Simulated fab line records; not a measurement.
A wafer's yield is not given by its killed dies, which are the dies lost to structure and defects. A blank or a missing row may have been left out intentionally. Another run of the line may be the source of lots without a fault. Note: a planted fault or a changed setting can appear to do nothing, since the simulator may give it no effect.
fab line records	flow rit-cmos	part 1 of 2: steps 1 to 28 of 40
[record] lots = 5	wafers = 15	last-day = 7
route steps=202 shown FOX1@21 FOX2@23 NWELL@28 PWELL@39 WELLDRIVE@50 NRETRO@53
lots untouched by any fault: they come from a run of this same line in which no faults occurred
start-h: hours from the record's opening day to when the first of the lot's shown wafers began	wait-h: time in hours since the lot's previous step	" repeats the value in the row above	L1.1+2: a row that stands for several wafers	- no value, or no start was given	* or withheld: withheld	< > ~ a bound
route shown NAME@n: a module of which the file shows steps, and the number in the route of the first	usual: mean and standard deviation over wafers with no fault	same: alike in all rows	chamber/n: place in a boat	sites: the reading at each site	_std_site: standard deviation across them	_edge_site: outer sites' mean less inner sites'	radius-mm: how far each site lies from the wafer's centre	mask NAME#n: copy n	behind: the last tool/chamber to shape the wafer	hold: why the lot was held/for how many hours/how that ended	device: transistor that didn't switch, given as n, p or np	end of line: the route-end tests of the same wafers	a step given without rows: its recipe and nothing more	killed: count of dies lost to structure and defects at first sort (not the wafer's yield)	map: a wafer's dies, marking killed ones x, the rest . and places with no die _
set.NAME: the setting the step ran with; set.NAME@STEP: the setting that earlier step ran with	model.NAME: the simulator's own value behind a step, which no gauge read
certain route steps with their lots: each step a table, each wafer a row
services: from which hour (start-h, from the record's first day; less than 0 if before it) a tool's chamber was out of use, for how many hours, and why
[[steps]]
[step RIT_FOX1_THK_MEAS_01]
[recipe] reads = SiO2_of_FOX1_OXIDATION_00
[usual] FOX1_OXIDE_THK = 350/8.1
lot.wafer	tool	chamber	start-h	wait-h	FOX1_OXIDE_THK[nm]
L075.2	film-metro-01	-	22.54	0.0	344
L075.4	"	-	"	"	337
L075.6	"	-	"	"	348
L079.1	film-metro-03	-	43.16	0.0	357
L079.4	"	-	"	"	354
L079.6	"	-	"	"	356
L080.1	film-metro-04	-	46.82	0.0	350
L080.3	"	-	"	"	355
L080.4	"	-	"	"	351
L095.1	film-metro-04	-	121.95	0.0	352
L095.3	"	-	"	"	353
L095.6	"	-	"	"	349
L096.3	film-metro-03	-	128.39	0.0	344
L096.5	"	-	"	"	344
L096.6	"	-	"	"	349
[step RIT_FOX1_WET_ETCH_02]
[recipe] chemistry = BOE	target-depth-nm = 350	time-s = 390	temp-c = 21.5	dry = n2-spin	dilution = 10:1	target = SiO2
lot.wafer	tool	chamber	start-h	wait-h
L075.2+4+6	wet-bench-01	2	22.59	0.0
L079.1+4+6	wet-bench-03	2	43.22	0.1
L080.1+3+4	wet-bench-03	1	46.88	0.1
L095.1+3+6	wet-bench-01	2	122.01	0.1
L096.3+5+6	wet-bench-01	0	128.43	0.0
[step RIT_FOX2_OXIDATION_00]
[recipe] temp-c = 1100	ambient = H2O	target-thk-a = 3507	p-h2o-torr = 720	ox-time-s = 1130
[usual] zone-power-load-pct = 39/3.3
lot.wafer	tool	chamber	start-h	wait-h	zone-power-load-pct
L075.2	furnace-02	0	22.71	0.0	41
L075.4	"	0	"	"	42
L075.6	"	0	"	"	41
L079.1	furnace-03	0	43.34	0.0	35
L079.4	"	0	"	"	35
L079.6	"	0	"	"	34
L080.1	furnace-02	0	47.86	0.9	41
L080.3	"	0	"	"	42
L080.4	"	0	"	"	42
L095.1	furnace-03	0	122.12	0.0	35
L095.3	"	0	"	"	35
L095.6	"	0	"	"	35
L096.3	furnace-02	0	128.54	0.0	41
L096.5	"	0	"	"	41
L096.6	"	0	"	"	41
[step RIT_FOX2_THK_MEAS_01]
[recipe] reads = SiO2_of_FOX2_OXIDATION_00
[usual] FOX2_OXIDE_THK = 353/5.9
lot.wafer	tool	chamber	start-h	wait-h	FOX2_OXIDE_THK[nm]
L075.2	film-metro-01	-	24.03	0.0	350
L075.4	"	-	"	"	353
L075.6	"	-	"	"	349
L079.1	film-metro-03	-	44.65	0.0	359
L079.4	"	-	"	"	346
L079.6	"	-	"	"	352
L080.1	film-metro-01	-	49.18	0.0	351
L080.3	"	-	"	"	357
L080.4	"	-	"	"	348
L095.1	film-metro-03	-	123.44	0.0	347
L095.3	"	-	"	"	348
L095.6	"	-	"	"	349
L096.3	film-metro-01	-	129.88	0.0	347
L096.5	"	-	"	"	352
L096.6	"	-	"	"	345
[step RIT_FOX2_CLEAN_02]
[recipe] chemistry = dHF	dilution = 50:1	time-s = 180
lot.wafer	tool	chamber	start-h	wait-h
L075.2+4+6	wet-bench-02	1	24.08	0.0
L079.1+4+6	wet-bench-01	0	44.71	0.1
L080.1+3+4	wet-bench-04	0	49.24	0.1
L095.1+3+6	wet-bench-01	0	123.50	0.1
L096.3+5+6	wet-bench-04	1	129.92	0.0
[step RIT_FOX2_WET_ETCH_03]
[recipe] chemistry = H3PO4	target = Si3N4	target-depth-nm = 195	temp-c = 165	time-s = 2700
lot.wafer	tool	chamber	start-h	wait-h
L075.2+4+6	wet-bench-04	2	24.14	0.0
L079.1+4+6	wet-bench-02	0	44.77	0.0
L080.1+3+4	wet-bench-02	3	49.30	0.0
L095.1+3+6	wet-bench-04	3	123.55	0.0
L096.3+5+6	wet-bench-01	3	129.98	0.0
[step RIT_FOX2_THK_MEAS_90]
[recipe] reads = SiO2_of_FOX2_OXIDATION_00
[usual] FIELD_OXIDE_LEFT_1_THK = 325/6
lot.wafer	tool	chamber	start-h	wait-h	FIELD_OXIDE_LEFT_1_THK[nm]
L075.2	film-metro-01	-	24.91	0.0	323
L075.4	"	-	"	"	327
L075.6	"	-	"	"	322
L079.1	film-metro-02	-	45.53	0.0	331
L079.4	"	-	"	"	319
L079.6	"	-	"	"	325
L080.1	film-metro-03	-	50.05	0.0	323
L080.3	"	-	"	"	329
L080.4	"	-	"	"	321
L095.1	film-metro-03	-	124.31	0.0	321
L095.3	"	-	"	"	321
L095.6	"	-	"	"	322
L096.3	film-metro-03	-	130.75	0.0	320
L096.5	"	-	"	"	325
L096.6	"	-	"	"	318
[step RIT_NWELL_HMDS_00]
[recipe] prime-time-s = 60	prime-temp-c = 140
[usual] exhaust-pa = 45.1/0.9
lot.wafer	tool	chamber	start-h	wait-h	exhaust-pa
L075.2	litho-track-03	0	24.98	0.1	45.3
L075.4	"	0	"	"	45.3
L075.6	"	0	"	"	44.2
L079.1	litho-track-02	0	45.59	0.1	45.5
L079.4	"	0	"	"	45.6
L079.6	"	0	"	"	46.6
L080.1	litho-track-02	0	50.11	0.1	45.1
L080.3	"	0	"	"	46.0
L080.4	"	0	"	"	45.3
L095.1	litho-track-03	0	124.40	0.1	44.2
L095.3	"	0	"	"	43.4
L095.6	"	0	"	"	44.0
L096.3	litho-track-03	0	131.01	0.2	44.3
L096.5	"	0	"	"	44.7
L096.6	"	0	"	"	44.4
[step RIT_NWELL_COAT_01]
[recipe] resist = NOVOLAK	spin-rpm = 2000	resist-thk-nm = 1300
[usual] exhaust-pa = 44.9/0.8
lot.wafer	tool	chamber	start-h	wait-h	exhaust-pa
L075.2	litho-track-03	0	25.13	0.1	46.1
L075.4	"	0	"	"	45.3
L075.6	"	0	"	"	44.8
L079.1	litho-track-02	0	45.74	0.1	43.9
L079.4	"	0	"	"	42.9
L079.6	"	0	"	"	44.3
L080.1	litho-track-02	0	50.26	0.1	45.6
L080.3	"	0	"	"	44.8
L080.4	"	0	"	"	45.1
L095.1	litho-track-03	0	124.55	0.1	45.7
L095.3	"	0	"	"	44.4
L095.6	"	0	"	"	44.9
L096.3	litho-track-03	0	131.16	0.1	44.1
L096.5	"	0	"	"	44.2
L096.6	"	0	"	"	44.8
[step RIT_NWELL_SOFTBAKE_02]
[recipe] resist = NOVOLAK	temp-c = 90	time-s = 60
[usual] exhaust-pa = 44.9/0.87
lot.wafer	tool	chamber	start-h	wait-h	exhaust-pa
L075.2	litho-track-03	0	25.28	0.1	46.5
L075.4	"	0	"	"	44.9
L075.6	"	0	"	"	44.9
L079.1	litho-track-02	0	45.89	0.1	45.9
L079.4	"	0	"	"	43.6
L079.6	"	0	"	"	46.5
L080.1	litho-track-02	0	50.41	0.1	44.4
L080.3	"	0	"	"	44.6
L080.4	"	0	"	"	44.8
L095.1	litho-track-03	0	124.70	0.1	43.8
L095.3	"	0	"	"	45.1
L095.6	"	0	"	"	45.2
L096.3	litho-track-03	0	131.31	0.1	44.0
L096.5	"	0	"	"	44.2
L096.6	"	0	"	"	45.5
[step RIT_NWELL_EXPOSE_03]
[recipe] mask-id = M2	na = 0.57	target-cd-nm = 43900	dose-mj = 250
[usual] exposure-dose-mJ-cm2 = 250.04/0.28
lot.wafer	tool	chamber	start-h	wait-h	mask	exposure-dose-mJ-cm2
L075.2	iline-stepper-01	0	25.55	0.2	M2#0	249.75
L075.4	"	0	"	"	M2#0	250.22
L075.6	"	0	"	"	M2#0	250.30
L079.1	iline-stepper-01	0	46.17	0.2	M2#0	250.16
L079.4	"	0	"	"	M2#0	250.38
L079.6	"	0	"	"	M2#0	249.90
L080.1	iline-stepper-02	0	50.69	0.2	M2#0	250.19
L080.3	"	0	"	"	M2#0	249.74
L080.4	"	0	"	"	M2#0	249.97
L095.1	iline-stepper-02	0	124.85	0.1	M2#0	249.54
L095.3	"	0	"	"	M2#0	250.09
L095.6	"	0	"	"	M2#0	250.11
L096.3	iline-stepper-02	0	131.45	0.1	M2#0	250.28
L096.5	"	0	"	"	M2#0	250.09
L096.6	"	0	"	"	M2#0	250.13
[step RIT_NWELL_PEB_04]
[recipe] resist = NOVOLAK	temp-c = withheld	time-s = withheld
[usual] exhaust-pa = 45.2/0.84
lot.wafer	tool	chamber	start-h	wait-h	exhaust-pa
L075.2	litho-track-04	0	25.68	0.1	43.6
L075.4	"	0	"	"	44.5
L075.6	"	0	"	"	43.2
L079.1	litho-track-02	0	46.28	0.1	44.7
L079.4	"	0	"	"	45.8
L079.6	"	0	"	"	45.9
L080.1	litho-track-03	0	50.81	0.1	43.4
L080.3	"	0	"	"	45.8
L080.4	"	0	"	"	46.9
L095.1	litho-track-02	0	124.97	0.1	45.9
L095.3	"	0	"	"	47.9
L095.6	"	0	"	"	46.1
L096.3	litho-track-03	0	131.58	0.1	46.3
L096.5	"	0	"	"	45.7
L096.6	"	0	"	"	45.3
[step RIT_NWELL_DEVELOP_05]
[recipe] resist = NOVOLAK	develop-time-s = 68	dev-temp-c = 23
[usual] exhaust-pa = 45.3/1
lot.wafer	tool	chamber	start-h	wait-h	exhaust-pa
L075.2	litho-track-04	0	-	-	45.8
L075.4	"	0	"	"	44.6
L075.6	"	0	"	"	45.8
L079.1	litho-track-02	0	-	-	45.3
L079.4	"	0	"	"	44.7
L079.6	"	0	"	"	45.5
L080.1	litho-track-03	0	-	-	47.4
L080.3	"	0	"	"	47.4
L080.4	"	0	"	"	45.3
L095.1	litho-track-02	0	-	-	45.8
L095.3	"	0	"	"	47.1
L095.6	"	0	"	"	46.8
L096.3	litho-track-03	0	-	-	44.8
L096.5	"	0	"	"	44.7
L096.6	"	0	"	"	44.9
[step RIT_NWELL_OVL_MEAS_06]
[usual] NWELL_OVL = 0.1/1.4
lot.wafer	tool	chamber	start-h	wait-h	NWELL_OVL[nm]
L075.2	overlay-02	-	25.97	-	-1.6
L075.4	"	-	"	"	-1.5
L075.6	"	-	"	"	-0.3
L079.1	overlay-02	-	46.60	-	-0.1
L079.4	"	-	"	"	0.3
L079.6	"	-	"	"	-0.7
L080.1	overlay-01	-	51.12	-	-0.8
L080.3	"	-	"	"	-1.6
L080.4	"	-	"	"	-1.4
L095.1	overlay-01	-	125.28	-	-2.0
L095.3	"	-	"	"	-0.6
L095.6	"	-	"	"	-0.5
L096.3	overlay-01	-	131.85	-	0.5
L096.5	"	-	"	"	-1.8
L096.6	"	-	"	"	-1.1
[step RIT_NWELL_HARDBAKE_07]
[recipe] resist = NOVOLAK	temp-c = 140	time-s = 120
[usual] exhaust-pa = 44.8/0.84
lot.wafer	tool	chamber	start-h	wait-h	exhaust-pa
L075.2	litho-track-03	0	26.04	0.1	45.0
L075.4	"	0	"	"	44.7
L075.6	"	0	"	"	44.9
L079.1	litho-track-03	0	46.63	0.0	44.3
L079.4	"	0	"	"	42.9
L079.6	"	0	"	"	46.2
L080.1	litho-track-03	0	51.16	0.0	45.6
L080.3	"	0	"	"	44.8
L080.4	"	0	"	"	45.5
L095.1	litho-track-04	0	125.32	0.0	44.7
L095.3	"	0	"	"	44.4
L095.6	"	0	"	"	44.8
L096.3	litho-track-04	0	131.96	0.1	44.7
L096.5	"	0	"	"	44.0
L096.6	"	0	"	"	43.4
[step RIT_NWELL_IMPLANT_08]
[recipe] species = P	energy-kev = 170	dose-cm2 = 5e+13	tilt-deg = 7
[same] implant-ion-amu = 31
lot.wafer	tool	chamber	start-h	wait-h
L075.2+4+6	implanter-01	0	26.27	0.2
L079.1+4+6	implanter-03	0	46.88	0.2
L080.1+3+4	implanter-04	0	51.41	0.2
L095.1+3+6	implanter-04	0	125.57	0.2
L096.3+5+6	implanter-01	0	132.17	0.2
[step RIT_NWELL_STRIP_09]
[recipe] chemistry = O2	time-s = 180	resist = NOVOLAK	platen-temp-c = withheld	power-w = 500	pressure-mtorr = 4000	o2-flow-sccm = 4000
[usual] drypump-motor-current-A = 5.7/0.56	rf-refl-power-W = 7.7/1.2
lot.wafer	tool	chamber	start-h	wait-h	drypump-motor-current-A	rf-hours-counter-h	rf-refl-power-W
L075.2	plasma-asher-04	0	26.40	0.1	4.8	38	7.7
L075.4	"	1	"	"	5.2	-	7.4
L075.6	"	1	"	"	5.2	-	7.3
L079.1	plasma-asher-04	0	47.03	0.1	4.8	40	7.7
L079.4	"	1	"	"	5.2	-	7.1
L079.6	"	1	"	"	5.2	-	6.9
L080.1	plasma-asher-01	1	51.56	0.1	6.1	40	5.9
L080.3	"	1	"	"	6.1	-	5.6
L080.4	"	0	"	"	5.1	-	7.4
L095.1	plasma-asher-02	0	125.72	0.1	6.5	50	7.8
L095.3	"	1	"	"	5.7	-	9.2
L095.6	"	0	"	"	6.4	-	8.3
L096.3	plasma-asher-04	1	132.33	0.1	5.2	-	7.2
L096.5	"	0	"	"	4.8	-	7.8
L096.6	"	1	"	"	5.2	-	7.3
[step RIT_NWELL_TW_MEAS_10]
[usual] NWELL_TW = 2156/22
lot.wafer	tool	chamber	start-h	wait-h	NWELL_TW
L075.2	film-metro-02	-	26.58	0.1	2159
L075.4	"	-	"	"	2151
L075.6	"	-	"	"	2177
L079.1	film-metro-04	-	47.21	0.1	2169
L079.4	"	-	"	"	2166
L079.6	"	-	"	"	2166
L080.1	film-metro-04	-	51.73	0.1	2163
L080.3	"	-	"	"	2173
L080.4	"	-	"	"	2159
L095.1	film-metro-04	-	125.90	0.1	2190
L095.3	"	-	"	"	2182
L095.6	"	-	"	"	2185
L096.3	film-metro-02	-	132.47	0.1	2157
L096.5	"	-	"	"	2167
L096.6	"	-	"	"	2174
[step RIT_PWELL_HMDS_00]
[recipe] prime-time-s = 60	prime-temp-c = 140
[usual] exhaust-pa = 45.1/0.92
lot.wafer	tool	chamber	start-h	wait-h	exhaust-pa
L075.2	litho-track-02	0	26.66	0.1	44.4
L075.4	"	0	"	"	44.6
L075.6	"	0	"	"	45.2
L079.1	litho-track-02	0	47.27	0.1	46.7
L079.4	"	0	"	"	45.9
L079.6	"	0	"	"	46.2
L080.1	litho-track-04	0	51.82	0.1	45.1
L080.3	"	0	"	"	45.1
L080.4	"	0	"	"	46.1
L095.1	litho-track-01	0	125.96	0.1	45.1
L095.3	"	0	"	"	43.8
L095.6	"	0	"	"	44.5
L096.3	litho-track-02	0	132.56	0.1	45.5
L096.5	"	0	"	"	45.1
L096.6	"	0	"	"	46.4
[step RIT_PWELL_COAT_01]
[recipe] resist = NOVOLAK	spin-rpm = 2000	resist-thk-nm = 1300
[usual] exhaust-pa = 44.9/0.85
lot.wafer	tool	chamber	start-h	wait-h	exhaust-pa
L075.2	litho-track-02	0	26.81	0.1	45.8
L075.4	"	0	"	"	46.3
L075.6	"	0	"	"	45.9
L079.1	litho-track-02	0	47.42	0.1	45.3
L079.4	"	0	"	"	44.9
L079.6	"	0	"	"	44.5
L080.1	litho-track-04	0	51.97	0.1	44.8
L080.3	"	0	"	"	44.1
L080.4	"	0	"	"	45.5
L095.1	litho-track-01	0	126.11	0.1	45.5
L095.3	"	0	"	"	44.2
L095.6	"	0	"	"	45.7
L096.3	litho-track-02	0	132.71	0.1	44.2
L096.5	"	0	"	"	45.0
L096.6	"	0	"	"	43.9
[step RIT_PWELL_SOFTBAKE_02]
[recipe] resist = NOVOLAK	temp-c = 90	time-s = 60
[usual] exhaust-pa = 44.9/0.8
lot.wafer	tool	chamber	start-h	wait-h	exhaust-pa
L075.2	litho-track-02	0	26.96	0.1	45.6
L075.4	"	0	"	"	44.3
L075.6	"	0	"	"	44.6
L079.1	litho-track-02	0	47.57	0.1	44.0
L079.4	"	0	"	"	45.3
L079.6	"	0	"	"	45.9
L080.1	litho-track-04	0	52.12	0.1	44.1
L080.3	"	0	"	"	45.0
L080.4	"	0	"	"	44.9
L095.1	litho-track-01	0	126.26	0.1	45.3
L095.3	"	0	"	"	44.9
L095.6	"	0	"	"	46.1
L096.3	litho-track-02	0	132.86	0.1	45.8
L096.5	"	0	"	"	43.6
L096.6	"	0	"	"	45.6
[step RIT_PWELL_EXPOSE_03]
[recipe] mask-id = M3	na = 0.57	target-cd-nm = 43700	dose-mj = 250
[usual] exposure-dose-mJ-cm2 = 249.95/0.23
lot.wafer	tool	chamber	start-h	wait-h	mask	exposure-dose-mJ-cm2
L075.2	iline-stepper-02	0	27.23	0.2	M3#0	250.15
L075.4	"	0	"	"	M3#0	249.86
L075.6	"	0	"	"	M3#0	249.79
L079.1	iline-stepper-01	0	47.84	0.2	M3#0	250.00
L079.4	"	0	"	"	M3#0	250.42
L079.6	"	0	"	"	M3#0	250.13
L080.1	iline-stepper-02	0	52.39	0.2	M3#0	249.86
L080.3	"	0	"	"	M3#0	249.92
L080.4	"	0	"	"	M3#0	249.73
L095.1	iline-stepper-02	0	126.53	0.2	M3#0	249.86
L095.3	"	0	"	"	M3#0	249.90
L095.6	"	0	"	"	M3#0	249.63
L096.3	iline-stepper-02	0	133.00	0.1	M3#0	250.14
L096.5	"	0	"	"	M3#0	250.06
L096.6	"	0	"	"	M3#0	250.33
[step RIT_PWELL_PEB_04]
[recipe] resist = NOVOLAK	temp-c = withheld	time-s = withheld
[usual] exhaust-pa = 45.0/0.86
lot.wafer	tool	chamber	start-h	wait-h	exhaust-pa
L075.2	litho-track-01	0	27.35	0.1	44.5
L075.4	"	0	"	"	46.1
L075.6	"	0	"	"	45.2
L079.1	litho-track-04	0	47.96	0.1	45.9
L079.4	"	0	"	"	45.0
L079.6	"	0	"	"	45.3
L080.1	litho-track-04	0	52.51	0.1	44.1
L080.3	"	0	"	"	44.5
L080.4	"	0	"	"	44.3
L095.1	litho-track-02	0	126.65	0.1	46.4
L095.3	"	0	"	"	44.5
L095.6	"	0	"	"	45.5
L096.3	litho-track-01	0	133.13	0.1	45.2
L096.5	"	0	"	"	45.8
L096.6	"	0	"	"	45.1
[step RIT_PWELL_DEVELOP_05]
[recipe] resist = NOVOLAK	develop-time-s = 68	dev-temp-c = 23
[usual] exhaust-pa = 44.8/0.82
lot.wafer	tool	chamber	start-h	wait-h	exhaust-pa
L075.2	litho-track-01	0	-	-	45.5
L075.4	"	0	"	"	45.1
L075.6	"	0	"	"	43.9
L079.1	litho-track-04	0	-	-	45.0
L079.4	"	0	"	"	44.3
L079.6	"	0	"	"	44.5
L080.1	litho-track-04	0	-	-	43.6
L080.3	"	0	"	"	44.6
L080.4	"	0	"	"	42.8
L095.1	litho-track-02	0	-	-	43.8
L095.3	"	0	"	"	45.0
L095.6	"	0	"	"	44.7
L096.3	litho-track-01	0	-	-	44.9
L096.5	"	0	"	"	44.6
L096.6	"	0	"	"	44.5
[step RIT_PWELL_OVL_MEAS_06]
[usual] PWELL_OVL = 0.1/1.3
lot.wafer	tool	chamber	start-h	wait-h	PWELL_OVL[nm]
L075.2	overlay-01	-	27.65	-	-0.9
L075.4	"	-	"	"	-0.8
L075.6	"	-	"	"	0.9
L079.1	overlay-01	-	48.27	-	1.0
L079.4	"	-	"	"	0.8
L079.6	"	-	"	"	2.9
L080.1	overlay-01	-	52.82	-	-0.1
L080.3	"	-	"	"	-1.0
L080.4	"	-	"	"	-2.4
L095.1	overlay-02	-	126.96	-	-0.2
L095.3	"	-	"	"	-0.1
L095.6	"	-	"	"	2.9
L096.3	overlay-01	-	133.40	-	-0.5
L096.5	"	-	"	"	-0.4
L096.6	"	-	"	"	-0.8
[step RIT_PWELL_HARDBAKE_07]
[recipe] resist = NOVOLAK	temp-c = 140	time-s = 120
[usual] exhaust-pa = 44.9/0.9
lot.wafer	tool	chamber	start-h	wait-h	exhaust-pa
L075.2	litho-track-02	0	27.72	0.1	44.4
L075.4	"	0	"	"	43.0
L075.6	"	0	"	"	44.6
L079.1	litho-track-02	0	48.31	0.0	46.6
L079.4	"	0	"	"	45.7
L079.6	"	0	"	"	45.0
L080.1	litho-track-04	0	52.86	0.0	44.4
L080.3	"	0	"	"	45.5
L080.4	"	0	"	"	45.5
L095.1	litho-track-04	0	127.07	0.1	45.7
L095.3	"	0	"	"	45.2
L095.6	"	0	"	"	45.0
L096.3	litho-track-02	0	133.51	0.1	44.8
L096.5	"	0	"	"	45.3
L096.6	"	0	"	"	45.1
[step RIT_PWELL_IMPLANT_08]
[recipe] species = B	energy-kev = 170	dose-cm2 = 7e+13	tilt-deg = 7
[same] implant-ion-amu = 11
lot.wafer	tool	chamber	start-h	wait-h
L075.2+4+6	implanter-03	0	27.95	0.2
L079.1+4+6	implanter-03	0	48.56	0.2
L080.1+3+4	implanter-01	0	53.11	0.2
L095.1+3+6	implanter-03	0	127.32	0.2
L096.3+5+6	implanter-02	0	133.73	0.2
[step RIT_PWELL_STRIP_09]
[recipe] chemistry = O2	time-s = 180	resist = NOVOLAK	platen-temp-c = withheld	power-w = 500	pressure-mtorr = 4000	o2-flow-sccm = 4000
[usual] drypump-motor-current-A = 5.8/0.52	rf-refl-power-W = 7.8/0.98
lot.wafer	tool	chamber	start-h	wait-h	drypump-motor-current-A	rf-hours-counter-h	rf-refl-power-W
L075.2	plasma-asher-03	0	28.08	0.1	6.0	24	7.5
L075.4	"	1	"	"	5.7	-	6.1
L075.6	"	0	"	"	6.0	-	7.6
L079.1	plasma-asher-02	1	48.71	0.1	5.7	41	9.1
L079.4	"	1	"	"	5.7	-	9.2
L079.6	"	1	"	"	5.7	-	9.0
L080.1	plasma-asher-02	1	53.26	0.1	5.8	41	9.3
L080.3	"	0	"	"	6.5	-	7.9
L080.4	"	1	"	"	5.7	-	8.9
L095.1	plasma-asher-02	1	127.47	0.1	5.7	50	8.8
L095.3	"	1	"	"	5.7	-	9.0
L095.6	"	1	"	"	5.7	-	9.0
L096.3	plasma-asher-03	0	133.88	0.1	6.0	-	7.4
L096.5	"	1	"	"	5.7	-	5.7
L096.6	"	0	"	"	6.0	-	7.4
